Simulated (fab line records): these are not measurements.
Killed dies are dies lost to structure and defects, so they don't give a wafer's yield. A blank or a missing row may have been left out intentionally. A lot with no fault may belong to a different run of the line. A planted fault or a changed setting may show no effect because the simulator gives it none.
Which of the tools did it? || flow berkeley_cmos170 || Sampling: 15 lots, 45 wafers, 4 of 331 route steps

WHAT THE GAUGES READ, wafer by wafer
UCB170_M3_THK_MEAS_03: measures by xrf. Usual: M3_AL_THK gives 890 nm (standard deviation 9.9).
{"lot": "L665", "measured": "day 9 07:25", "on": "film_metro-04", "M3_AL_THK (nm)": "884 890 878", "flag": ""}
{"lot": "L667", "measured": "day 9 15:21", "on": "film_metro-04", "M3_AL_THK (nm)": "879 886 884", "flag": ""}
{"lot": "L669", "measured": "day 9 14:16", "on": "film_metro-03", "M3_AL_THK (nm)": "905 902 899", "flag": ""}
{"lot": "L670", "measured": "day 10 14:15", "on": "film_metro-03", "M3_AL_THK (nm)": "892 900 896", "flag": ""}
{"lot": "L671", "measured": "day 10 17:54", "on": "film_metro-03", "M3_AL_THK (nm)": "885 904 902", "flag": ""}
{"lot": "L673", "measured": "day 11 18:17", "on": "film_metro-03", "M3_AL_THK (nm)": "910 902 889", "flag": ""}
{"lot": "L674", "measured": "day 11 17:25", "on": "film_metro-02", "M3_AL_THK (nm)": "892 906 895", "flag": ""}
{"lot": "L676", "measured": "day 11 18:08", "on": "film_metro-04", "M3_AL_THK (nm)": "885 880 889", "flag": ""}
{"lot": "L677", "measured": "day 11 17:46", "on": "film_metro-04", "M3_AL_THK (nm)": "892 904 894", "flag": ""}
{"lot": "L678", "measured": "day 11 08:51", "on": "film_metro-03", "M3_AL_THK (nm)": "876 869 878", "flag": ""}
{"lot": "L682", "measured": "day 12 10:23", "on": "film_metro-02", "M3_AL_THK (nm)": "881 878 899", "flag": ""}
{"lot": "L684", "measured": "day 13 03:10", "on": "film_metro-03", "M3_AL_THK (nm)": "902 894 897", "flag": ""}
{"lot": "L685", "measured": "day 13 11:29", "on": "film_metro-02", "M3_AL_THK (nm)": "901 895 898", "flag": ""}
{"lot": "L686", "measured": "day 13 11:45", "on": "film_metro-04", "M3_AL_THK (nm)": "883 881 892", "flag": ""}
{"lot": "L687", "measured": "day 13 11:13", "on": "film_metro-03", "M3_AL_THK (nm)": "900 899 882", "flag": ""}

TOOL THAT RAN EACH LOT (tool first, then ch and the chambers of the sampled wafers, then the start)
{"lot": "L665", "UCB170_SCREENOX_OXIDATION_01": "furnace-01 ch 0, day 6 18:40", "UCB170_M2_SPUTTER_01": "pvd_sputter-04, day 9 00:25", "UCB170_M3_SPUTTER_01": "pvd_sputter-03, day 9 07:13"}
{"lot": "L667", "UCB170_SCREENOX_OXIDATION_01": "furnace-01 ch 0, day 7 01:40", "UCB170_M2_SPUTTER_01": "pvd_sputter-04, day 9 10:14", "UCB170_M3_SPUTTER_01": "pvd_sputter-04, day 9 15:09"}
{"lot": "L669", "UCB170_SCREENOX_OXIDATION_01": "furnace-01 ch 0, day 7 01:40", "UCB170_M2_SPUTTER_01": "pvd_sputter-01, day 9 07:32", "UCB170_M3_SPUTTER_01": "pvd_sputter-03, day 9 14:04"}
{"lot": "L670", "UCB170_SCREENOX_OXIDATION_01": "furnace-02 ch 0, day 7 20:55", "UCB170_M2_SPUTTER_01": "pvd_sputter-04, day 10 08:26", "UCB170_M3_SPUTTER_01": "pvd_sputter-03, day 10 14:01"}
{"lot": "L671", "UCB170_SCREENOX_OXIDATION_01": "furnace-02 ch 0, day 7 20:55", "UCB170_M2_SPUTTER_01": "pvd_sputter-02, day 10 11:34", "UCB170_M3_SPUTTER_01": "pvd_sputter-02, day 10 17:03"}
{"lot": "L673", "UCB170_SCREENOX_OXIDATION_01": "furnace-01 ch 0, day 8 15:35", "UCB170_M2_SPUTTER_01": "pvd_sputter-02, day 11 10:35", "UCB170_M3_SPUTTER_01": "pvd_sputter-04, day 11 18:04"}
{"lot": "L674", "UCB170_SCREENOX_OXIDATION_01": "furnace-01 ch 0, day 8 15:35", "UCB170_M2_SPUTTER_01": "pvd_sputter-04, day 11 09:29", "UCB170_M3_SPUTTER_01": "pvd_sputter-03, day 11 17:12"}
{"lot": "L676", "UCB170_SCREENOX_OXIDATION_01": "furnace-01 ch 0, day 8 15:35", "UCB170_M2_SPUTTER_01": "pvd_sputter-04, day 11 10:02", "UCB170_M3_SPUTTER_01": "pvd_sputter-03, day 11 17:55"}
{"lot": "L677", "UCB170_SCREENOX_OXIDATION_01": "furnace-01 ch 0, day 8 15:35", "UCB170_M2_SPUTTER_01": "pvd_sputter-02, day 11 09:39", "UCB170_M3_SPUTTER_01": "pvd_sputter-04, day 11 17:33"}
{"lot": "L678", "UCB170_SCREENOX_OXIDATION_01": "furnace-01 ch 0, day 8 15:35", "UCB170_M2_SPUTTER_01": "pvd_sputter-04, day 11 03:08", "UCB170_M3_SPUTTER_01": "pvd_sputter-02, day 11 08:39"}
{"lot": "L682", "UCB170_SCREENOX_OXIDATION_01": "furnace-02 ch 0, day 9 11:58", "UCB170_M2_SPUTTER_01": "pvd_sputter-02, day 12 04:50", "UCB170_M3_SPUTTER_01": "pvd_sputter-02, day 12 10:11"}
{"lot": "L684", "UCB170_SCREENOX_OXIDATION_01": "furnace-01 ch 0, day 10 09:20", "UCB170_M2_SPUTTER_01": "pvd_sputter-04, day 12 21:45", "UCB170_M3_SPUTTER_01": "pvd_sputter-04, day 13 02:56"}
{"lot": "L685", "UCB170_SCREENOX_OXIDATION_01": "furnace-01 ch 0, day 10 20:12", "UCB170_M2_SPUTTER_01": "pvd_sputter-04, day 13 05:41", "UCB170_M3_SPUTTER_01": "pvd_sputter-03, day 13 11:15"}
{"lot": "L686", "UCB170_SCREENOX_OXIDATION_01": "furnace-01 ch 0, day 10 20:12", "UCB170_M2_SPUTTER_01": "pvd_sputter-01, day 13 05:56", "UCB170_M3_SPUTTER_01": "pvd_sputter-02, day 13 11:32"}
{"lot": "L687", "UCB170_SCREENOX_OXIDATION_01": "furnace-01 ch 0, day 10 20:12", "UCB170_M2_SPUTTER_01": "pvd_sputter-02, day 13 04:06", "UCB170_M3_SPUTTER_01": "pvd_sputter-04, day 13 11:00"}
- UCB170_SCREENOX_OXIDATION_01: target thk 14.4 nm, ox time 2400 s.
- UCB170_M2_SPUTTER_01: material Al, target thk 900 nm, time 120 s.
- UCB170_M3_SPUTTER_01: material Al, target thk 900 nm, time 120 s.

AS READ BY THE TOOLS THEMSELVES (means over the sampled wafers that have a number; for cases with no such wafer, the mark the record gives instead)
UCB170_SCREENOX_OXIDATION_01. Usual: spike_tc_centre_C at 901.1 C, with a standard deviation of 1.7.
{"lot": "L665", "tool": "furnace-01", "spike_tc_centre_C (C)": 900.2, "flag": ""}
{"lot": "L667", "tool": "furnace-01", "spike_tc_centre_C (C)": 901.4, "flag": ""}
{"lot": "L669", "tool": "furnace-01", "spike_tc_centre_C (C)": 900.5, "flag": ""}
{"lot": "L670", "tool": "furnace-02", "spike_tc_centre_C (C)": 903.4, "flag": ""}
{"lot": "L671", "tool": "furnace-02", "spike_tc_centre_C (C)": 903.3, "flag": ""}
{"lot": "L673", "tool": "furnace-01", "spike_tc_centre_C (C)": 900.4, "flag": ""}
{"lot": "L674", "tool": "furnace-01", "spike_tc_centre_C (C)": 900.3, "flag": ""}
{"lot": "L676", "tool": "furnace-01", "spike_tc_centre_C (C)": 899.6, "flag": ""}
{"lot": "L677", "tool": "furnace-01", "spike_tc_centre_C (C)": 900.3, "flag": ""}
{"lot": "L678", "tool": "furnace-01", "spike_tc_centre_C (C)": 901.6, "flag": ""}
{"lot": "L682", "tool": "furnace-02", "spike_tc_centre_C (C)": 904.3, "flag": ""}
{"lot": "L684", "tool": "furnace-01", "spike_tc_centre_C (C)": 899.6, "flag": ""}
{"lot": "L685", "tool": "furnace-01", "spike_tc_centre_C (C)": 898.9, "flag": ""}
{"lot": "L686", "tool": "furnace-01", "spike_tc_centre_C (C)": 900.2, "flag": ""}
{"lot": "L687", "tool": "furnace-01", "spike_tc_centre_C (C)": 899.4, "flag": ""}

UCB170_M2_SPUTTER_01. Usual: throttle_valve_pct at 30.1 %, with a standard deviation of 1.1.
{"lot": "L665", "tool": "pvd_sputter-04", "throttle_valve_pct (%)": 30.7, "flag": ""}
{"lot": "L667", "tool": "pvd_sputter-04", "throttle_valve_pct (%)": 30.7, "flag": ""}
{"lot": "L669", "tool": "pvd_sputter-01", "throttle_valve_pct (%)": 28.5, "flag": ""}
{"lot": "L670", "tool": "pvd_sputter-04", "throttle_valve_pct (%)": 30.7, "flag": ""}
{"lot": "L671", "tool": "pvd_sputter-02", "throttle_valve_pct (%)": 29.6, "flag": ""}
{"lot": "L673", "tool": "pvd_sputter-02", "throttle_valve_pct (%)": 30.8, "flag": ""}
{"lot": "L674", "tool": "pvd_sputter-04", "throttle_valve_pct (%)": 31.0, "flag": ""}
{"lot": "L676", "tool": "pvd_sputter-04", "throttle_valve_pct (%)": 30.5, "flag": ""}
{"lot": "L677", "tool": "pvd_sputter-02", "throttle_valve_pct (%)": 29.7, "flag": ""}
{"lot": "L678", "tool": "pvd_sputter-04", "throttle_valve_pct (%)": 30.6, "flag": ""}
{"lot": "L682", "tool": "pvd_sputter-02", "throttle_valve_pct (%)": 30.8, "flag": ""}
{"lot": "L684", "tool": "pvd_sputter-04", "throttle_valve_pct (%)": 31.3, "flag": ""}
{"lot": "L685", "tool": "pvd_sputter-04", "throttle_valve_pct (%)": 30.7, "flag": ""}
{"lot": "L686", "tool": "pvd_sputter-01", "throttle_valve_pct (%)": 28.8, "flag": ""}
{"lot": "L687", "tool": "pvd_sputter-02", "throttle_valve_pct (%)": 29.8, "flag": ""}

UCB170_M3_SPUTTER_01. Usual: throttle_valve_pct at 30.4 %, with a standard deviation of 0.88.
{"lot": "L665", "tool": "pvd_sputter-03", "throttle_valve_pct (%)": 30.6, "flag": ""}
{"lot": "L667", "tool": "pvd_sputter-04", "throttle_valve_pct (%)": 30.5, "flag": ""}
{"lot": "L669", "tool": "pvd_sputter-03", "throttle_valve_pct (%)": 30.2, "flag": ""}
{"lot": "L670", "tool": "pvd_sputter-03", "throttle_valve_pct (%)": 29.8, "flag": ""}
{"lot": "L671", "tool": "pvd_sputter-02", "throttle_valve_pct (%)": 30.0, "flag": ""}
{"lot": "L673", "tool": "pvd_sputter-04", "throttle_valve_pct (%)": 31.0, "flag": ""}
{"lot": "L674", "tool": "pvd_sputter-03", "throttle_valve_pct (%)": 30.4, "flag": ""}
{"lot": "L676", "tool": "pvd_sputter-03", "throttle_valve_pct (%)": 30.4, "flag": ""}
{"lot": "L677", "tool": "pvd_sputter-04", "throttle_valve_pct (%)": 30.4, "flag": ""}
{"lot": "L678", "tool": "pvd_sputter-02", "throttle_valve_pct (%)": 30.5, "flag": ""}
{"lot": "L682", "tool": "pvd_sputter-02", "throttle_valve_pct (%)": 30.7, "flag": ""}
{"lot": "L684", "tool": "pvd_sputter-04", "throttle_valve_pct (%)": 31.1, "flag": ""}
{"lot": "L685", "tool": "pvd_sputter-03", "throttle_valve_pct (%)": 30.5, "flag": ""}
{"lot": "L686", "tool": "pvd_sputter-02", "throttle_valve_pct (%)": 30.0, "flag": ""}
{"lot": "L687", "tool": "pvd_sputter-04", "throttle_valve_pct (%)": 31.0, "flag": ""}

THE ANSWER, worked out from the rows above alone
Rule: take the mean of a lot's wafers that have a number; if it is more than 3 standard deviations from the usual mean, the lot is off. A lot without any number at a reading at which 4 lots or more have one is off too. Where the step has rows for the other lots, those lots are counted as sound. After the gauges, taken in route order, come the tools' own readings; for these a lot's mean is taken, as printed above. The first step at which some lot is off is used, and at that step the reading that is off furthest; a lot without a number counts as furthest.
None of the lots is off at any reading shown; this tells nothing.

WHAT HAD BEEN PUT IN BY THE SIMULATOR
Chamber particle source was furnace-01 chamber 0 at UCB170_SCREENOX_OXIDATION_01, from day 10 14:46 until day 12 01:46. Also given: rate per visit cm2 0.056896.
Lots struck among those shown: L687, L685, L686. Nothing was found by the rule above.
